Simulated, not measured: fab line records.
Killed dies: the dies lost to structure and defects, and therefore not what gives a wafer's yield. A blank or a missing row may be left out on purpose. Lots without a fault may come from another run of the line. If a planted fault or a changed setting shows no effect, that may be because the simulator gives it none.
Chamber matching	flow berkeley_cmos170	rie_si-01 running UCB170_GATE_ETCH_15: 3 sister chambers
The step etches poly-Si in HBr/Cl2, stops on SiO2, time 56.3 s, target depth 278.2 nm. 14 wafers are shown with their chamber, then 6 later ones without.

## WAFERS PAIRED WITH THEIR CHAMBERS
wafer	chamber	throttle_valve_pct (%)	drypump_motor_current_A (A)	oes_product_au (a.u.)
L789.1	2	26.24	5.40	0.845
L789.4	1	26.56	5.85	0.802
L789.5	2	26.24	5.42	0.841
L788.3	1	26.57	5.84	0.818
L788.4	1	26.55	5.84	0.823
L788.5	2	26.25	5.43	0.857
L793.1	2	26.23	5.40	0.855
L793.2	0	26.96	6.05	0.835
L793.3	1	26.57	5.83	0.809
L792.1	1	26.56	5.82	0.815
L792.2	2	26.22	5.42	0.847
L792.4	0	26.96	6.06	0.838
L800.4	1	26.54	5.83	0.808
L800.5	1	26.56	5.84	0.801

SIGNATURES (means of the wafers above)
reading	chamber 0	chamber 1	chamber 2	scatter within a chamber
throttle_valve_pct	26.9600	26.5586	26.2360	0.0105
drypump_motor_current_A	6.0550	5.8357	5.4140	0.011
oes_product_au	0.83650	0.81086	0.84900	0.00733
Rule: for each reading, subtract the chamber's mean from the wafer's reading, divide by that reading's scatter and square the result; add these up over the readings and take the root, which gives the wafer's distance from the chamber. The wafer belongs to the nearest chamber; if the next one is less than 2 further off, it can't be placed. The scatter is the square root of a quotient: the sum, over the shown wafers, of each reading's squared deviation from its chamber's mean, divided by wafers minus chambers.

## WAFERS MISSING THEIR CHAMBER
wafer	throttle_valve_pct (%)	drypump_motor_current_A (A)	oes_product_au (a.u.)
L800.6	26.24	5.43	0.846
L796.2	26.56	5.84	0.809
L796.4	26.97	6.06	0.837
L796.5	26.97	6.06	0.829
L799.1	26.24	5.41	0.838
L799.3	26.96	6.05	0.836

## EACH ONE'S CHAMBER
wafer	from the rows above	in truth
L800.6	2	2
L796.2	1	1
L796.4	0	0
L796.5	0	0
L799.1	2	2
L799.3	0	0
6 of 6 placed correctly. From these rows, 0 cannot be placed. Wrongly placed: 0.
